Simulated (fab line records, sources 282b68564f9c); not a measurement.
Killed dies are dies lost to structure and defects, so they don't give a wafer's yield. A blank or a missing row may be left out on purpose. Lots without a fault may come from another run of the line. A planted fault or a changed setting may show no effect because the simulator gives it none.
A struck lot beside a sound one | flow rit_cmos | 15 steps out of a route of 202
Sound: wafers L631.2, L631.3, L631.5. Struck: wafers L639.1, L639.2, L639.4. The cause comes at the end.
At each step with rows: each side's tool, then ch and its chambers, then its first start. Under that, the readings that differ: sound wafers | struck wafers | difference of the means | sigmas: that difference in standard deviations of wafers without a fault.
alike: readings whose means differ by less than 2 such deviations, and words and numbers that are the same on both sides. not compared: withheld readings, readings that some wafer has no value for, bounds like >300 that may hide the same value, and numbers for which the record gives no deviation and whose values overlap.
The two part at a step that has a row with sigmas, a row that says differs or no value, or rows on one side only. Numbers that don't overlap but have no deviation are shown without sigmas and don't part them. A reading that every wafer of one side lacks parts them only if that side has two wafers or more.

RIT_NSD_TW_MEAS_10:
  sound on film_metro-01, day 3 16:17; struck on film_metro-03, day 5 10:23
  alike: NSD_TW
then, 6 steps without rows for these wafers: RIT_PSD_HMDS_00 (prime time 60 s); RIT_PSD_COAT_01 (resist thk 1000 nm); RIT_PSD_SOFTBAKE_02 (time 60 s); RIT_PSD_EXPOSE_03 (exposes mask M10, target cd 40900 nm); RIT_PSD_PEB_04; RIT_PSD_DEVELOP_05 (develop time 50 s).
RIT_PSD_OVL_MEAS_06:
  sound on overlay-02, day 3 17:11; struck on overlay-01, day 5 11:17
  alike: PSD_OVL
then, 2 steps without rows for these wafers: RIT_PSD_HARDBAKE_07 (time 60 s); RIT_PSD_IMPLANT_08.
RIT_PSD_STRIP_09: strips in O2, time 180 s.
  sound on plasma_asher-03 ch 1, day 3 17:31; struck on plasma_asher-02 ch 0,1, day 5 11:38
  alike: drypump_motor_current_A
  not compared: rf_hours_counter_h
RIT_PSD_TW_MEAS_10:
  sound on film_metro-02, day 3 17:43; struck on film_metro-03, day 5 11:48
  alike: PSD_TW
RIT_SDANNEAL_CLEAN_00: cleans in SC1, time 572.4 s.
  sound on wet_bench-03 ch 1, day 3 17:46; struck on wet_bench-02 ch 2, day 5 11:52
  reading               | sound             | struck            | difference | sigmas
  bath_guard_temp_C (C) | 74.5 74.7 73.9    | 78.8 78.9 78.6    | +4.4       | +9
  temp_c (C)            | 75.02 75.13 74.89 | 78.31 78.40 77.99 | +3.22      | +29
then, 1 step without rows for these wafers: RIT_SDANNEAL_CLEAN_01 (cleans in dHF, time 30 s).
RIT_M1_PROBE_99:
  sound on prober-02, day 4 01:43; struck on prober-01, day 5 19:41
  reading            | sound | struck | difference | sigmas
  killed_at_contacts | 0 2 0 | 0 0 0  | -1         | -2
  alike: killed_at_M0_to_M3, killed_at_front_end, killed_dies, killed_open, killed_short

WHERE THEY PART
First at RIT_SDANNEAL_CLEAN_00; last, within this record, at RIT_M1_PROBE_99.

WHY: what the simulator had put in
Process parameter drift: wet_bench-02, from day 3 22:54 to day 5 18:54, at RIT_SDANNEAL_CLEAN_00. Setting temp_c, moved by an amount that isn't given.
